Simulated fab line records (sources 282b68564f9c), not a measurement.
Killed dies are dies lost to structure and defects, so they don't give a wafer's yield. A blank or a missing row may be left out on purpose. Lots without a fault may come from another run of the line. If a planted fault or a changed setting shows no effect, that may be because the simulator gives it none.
The tool behind it: which one? || flow rit_cmos || 13 lots, 39 wafers sampled, at 2 steps of a route of 202

== WHAT THE GAUGES SHOWED, per wafer ==
RIT_M1_OVL_MEAS_10.
{"lot": "L822", "measured": "day 3 08:30", "on": "overlay-02", "M1_OVL (nm)": "2.4 0.3 1.0"}
{"lot": "L823", "measured": "day 3 11:20", "on": "overlay-01", "M1_OVL (nm)": "-2.4 -2.3 -2.0"}
{"lot": "L824", "measured": "day 3 15:37", "on": "overlay-01", "M1_OVL (nm)": "1.6 -0.6 0.4"}
{"lot": "L825", "measured": "day 3 23:02", "on": "overlay-02", "M1_OVL (nm)": "1.0 2.4 1.6"}
{"lot": "L829", "measured": "day 4 18:11", "on": "overlay-01", "M1_OVL (nm)": "4.2 3.8 3.5"}
{"lot": "L834", "measured": "day 5 21:04", "on": "overlay-01", "M1_OVL (nm)": "-2.0 -1.6 -1.1"}
{"lot": "L836", "measured": "day 6 06:20", "on": "overlay-01", "M1_OVL (nm)": "0.6 0.5 2.3"}
{"lot": "L837", "measured": "day 6 14:08", "on": "overlay-01", "M1_OVL (nm)": "-0.1 0.0 -1.4"}
{"lot": "L838", "measured": "day 6 16:09", "on": "overlay-02", "M1_OVL (nm)": "1.2 0.7 0.4"}
{"lot": "L839", "measured": "day 6 22:14", "on": "overlay-01", "M1_OVL (nm)": "-1.9 -0.7 0.6"}
{"lot": "L841", "measured": "day 7 06:29", "on": "overlay-01", "M1_OVL (nm)": "-0.2 -1.5 -0.7"}
{"lot": "L844", "measured": "day 7 21:53", "on": "overlay-02", "M1_OVL (nm)": "-1.0 -1.1 -0.5"}
{"lot": "L845", "measured": "day 8 01:14", "on": "overlay-02", "M1_OVL (nm)": "1.1 0.2 2.6"}

== WHICH TOOL RAN EACH LOT (tool, then ch and the chambers of the sampled wafers, then the start) ==
{"lot": "L822", "RIT_M1_EXPOSE_06": "iline_stepper-02 ch 0, day 3 07:47"}
{"lot": "L823", "RIT_M1_EXPOSE_06": "iline_stepper-02 ch 0, day 3 10:47"}
{"lot": "L824", "RIT_M1_EXPOSE_06": "iline_stepper-02 ch 0, day 3 15:05"}
{"lot": "L825", "RIT_M1_EXPOSE_06": "iline_stepper-02 ch 0, day 3 22:29"}
{"lot": "L829", "RIT_M1_EXPOSE_06": "iline_stepper-01 ch 0, day 4 17:38"}
{"lot": "L834", "RIT_M1_EXPOSE_06": "iline_stepper-02 ch 0, day 5 20:32"}
{"lot": "L836", "RIT_M1_EXPOSE_06": "iline_stepper-02 ch 0, day 6 05:47"}
{"lot": "L837", "RIT_M1_EXPOSE_06": "iline_stepper-02 ch 0, day 6 13:29"}
{"lot": "L838", "RIT_M1_EXPOSE_06": "iline_stepper-02 ch 0, day 6 15:36"}
{"lot": "L839", "RIT_M1_EXPOSE_06": "iline_stepper-02 ch 0, day 6 21:41"}
{"lot": "L841", "RIT_M1_EXPOSE_06": "iline_stepper-02 ch 0, day 7 05:56"}
{"lot": "L844", "RIT_M1_EXPOSE_06": "iline_stepper-02 ch 0, day 7 21:22"}
{"lot": "L845", "RIT_M1_EXPOSE_06": "iline_stepper-02 ch 0, day 8 00:41"}
- RIT_M1_EXPOSE_06: exposes mask M12, target cd 2600 nm.

== WHAT THE TOOLS THEMSELVES READ (means of the sampled wafers that have a number; where no wafer has one, the mark that the record gives instead) ==
The record holds no such reading with a usual standard deviation.

== THE ANSWER, worked out from the rows above alone ==
Rule: the usual values come from the lots themselves. The widest of any qualifying gaps counts: lots, ordered by their means at a reading, are off when they make up no more than a third of the lots, leave a main group of 4 or more, and stand apart from it by 3 or more times the standard deviation of that group's means. If all means in a main group match to the digits the tables above print for the reading, that group is not used. Also off: a lot with no number at a reading for which 4 or more lots have one. All remaining lots with rows at the step are treated as sound. The gauges are gone through in route order, then the tools' own readings, and for those a lot's mean is taken as printed above. At the first step where some lot is off, the reading lying furthest off is the one used; lots without a number count as furthest.
Nothing can be told from this: no lot is off at any reading shown.

== WHAT HAD BEEN PUT IN BY THE SIMULATOR ==
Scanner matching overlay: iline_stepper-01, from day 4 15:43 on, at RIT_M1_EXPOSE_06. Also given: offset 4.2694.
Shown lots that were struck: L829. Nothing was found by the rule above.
